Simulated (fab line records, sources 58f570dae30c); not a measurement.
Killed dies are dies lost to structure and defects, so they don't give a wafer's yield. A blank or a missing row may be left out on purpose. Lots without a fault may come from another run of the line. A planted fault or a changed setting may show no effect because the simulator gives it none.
Which tool did it? | flow berkeley_cmos170 | 12 lots, 36 wafers sampled, at 1 step of a route of 331

WHAT THE GAUGES READ, wafer by wafer
UCB170_ACTIVE_THK_MEAS_06.
lot  | measured     | on            | ACTIVE_NITRIDE_THK (nm)
L076 | day 4 21:53  | film_metro-02 | 219.1 218.9 219.2
L077 | day 5 08:11  | film_metro-02 | 221.8 220.8 221.7
L078 | day 5 17:06  | film_metro-03 | 221.1 222.0 222.2
L081 | day 6 04:41  | film_metro-02 | 221.7 219.1 219.5
L083 | day 7 01:14  | film_metro-01 | 218.2 220.8 218.7
L087 | day 7 07:40  | film_metro-02 | 219.0 219.6 218.8
L088 | day 7 07:43  | film_metro-01 | 218.0 219.1 217.1
L089 | day 7 16:49  | film_metro-03 | 220.9 219.4 220.3
L091 | day 8 05:00  | film_metro-03 | 217.9 217.6 217.1
L094 | day 8 19:19  | film_metro-02 | 221.2 220.0 218.7
L095 | day 9 13:31  | film_metro-02 | 214.9 215.8 218.5
L097 | day 10 03:53 | film_metro-03 | 219.1 220.6 220.6

WHICH TOOL RAN EACH LOT (tool, then ch and the chambers of the sampled wafers, then the start)
The record holds no process step before these readings.

THE ANSWER, worked out from the rows above alone
Rule: what is usual is taken from the lots themselves. Put in order of their means at a reading, lots are off if they are a third of the lots or fewer, leave a main group of 4 or more, and stand apart from it by a gap of 3 or more times the standard deviation of the main group's means; of several such gaps the widest counts. A main group whose means are all the same, to the digits that the tables above print for the reading, isn't used. A lot without any number at a reading at which 4 lots or more have one is off too. The other lots that the step has rows for count as sound.
No lot is off at any reading shown: from this, nothing can be told.

WHAT THE SIMULATOR HAD PUT IN
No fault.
